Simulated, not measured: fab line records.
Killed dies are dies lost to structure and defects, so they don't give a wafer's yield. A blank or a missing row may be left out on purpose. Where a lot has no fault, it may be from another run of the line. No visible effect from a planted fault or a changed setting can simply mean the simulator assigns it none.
2 desks looking at one fault -- flow rit cmos -- numbers are kept per desk, each desk with only its own; the story behind them comes last

DESK OF THE TOOL OWNER: furnace-04
The tool's own readings at RIT_ACTIVE_OXIDATION_01 (target thk 46.8 nm, ox time 3360 s): means of the sampled wafers that have a number, for each lot that ran on this tool. If a lot's mean is further than 4 standard deviations from the usual mean, the lot is out of limits and carries the mark OUT (the distance appears in the brackets).
Columns: A = spike tc centre C at RIT_ACTIVE_OXIDATION_01, usual 1001.8 C; B = spike tc load C at RIT_ACTIVE_OXIDATION_01, usual 1026.2 C; C = spike tc source C at RIT_ACTIVE_OXIDATION_01, usual 1025.4 C
lot,first seen here,A,B,C
L689,day 2 01:07,1001.7,1025.6,1024.4
L697,day 3 17:11,1014.6 (+12) OUT,1038.3 (+12) OUT,1037.7 (+6.9) OUT
L698,day 4 01:50,1016.1 (+13) OUT,1039.7 (+14) OUT,1036.6 (+6.2) OUT
Finding of this desk: L697, L698 out of limits; the first was L697 at day 3 17:11, on spike tc centre C at RIT_ACTIVE_OXIDATION_01. Within limits: L689.

METROLOGY DESK
Lot by lot, what the gauges showed, no matter which tool ran the lot: averages of those sampled wafers that carry a number. If a lot's mean is further than 4 standard deviations from the usual mean, the lot is out of limits and carries the mark OUT (the distance appears in the brackets).
Columns: A = ACTIVE_OXIDE_THK at RIT_ACTIVE_THK_MEAS_02, usual 46.3 nm; B = NRETRO_OVL at RIT_NRETRO_OVL_MEAS_06, usual 0.2 nm; C = REOX_OXIDE_THK at RIT_REOX_THK_MEAS_04, usual 24.9 nm; D = NLDD_OVL at RIT_NLDD_OVL_MEAS_06, usual -0.2 nm
lot,first seen here,A,B,C,D
L686,day 1 12:03,46.8,-0.3,24.9,-0.8
L687,day 1 18:37,47.1,2.2,25.0,1.3
L688,day 1 23:07,47.2,-0.2,25.0,2.4
L689,day 2 03:05,45.7,-0.3,25.2,-1.6
L697,day 3 19:08,51.2 (+5.9) OUT,0.4,25.0,-1.6
L698,day 4 03:46,51.8 (+6.6) OUT,0.4,25.1,-1.3
L701,day 4 15:55,46.4,-1.5,24.9,-1.1
L702,day 5 00:16,46.8,0.9,24.3,-2.2
L703,day 5 03:31,46.2,-0.4,25.1,0.7
L704,day 5 08:21,47.1,0.2,24.7,-0.1
L705,day 5 15:22,46.2,0.9,24.8,-1.7
L709,day 6 07:11,45.9,0.4,25.2,-1.7
Finding of this desk: L697, L698 out of limits, first seen on L697 at day 3 19:08 (ACTIVE_OXIDE_THK at RIT_ACTIVE_THK_MEAS_02). Within limits: L686, L687, L688, L689, L701, L702, L703, L704, L705, L709.

PUT TOGETHER
The tool owner's desk had the chance to raise an alarm at day 3 17:11 on L697, L698.
The metrology desk could have raised an alarm at day 3 19:08, on L697, L698.
RIT_ACTIVE_OXIDATION_01 was run on furnace-04 by each of the lots named.

WHAT THE SIMULATOR PUT IN
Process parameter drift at RIT_ACTIVE_OXIDATION_01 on furnace-04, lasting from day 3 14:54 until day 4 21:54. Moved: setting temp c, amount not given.
Lots struck among those shown: L697, L698.
Fault start to first reading out of limits, in hours, per desk: tool owner, 2; metrology, 4.
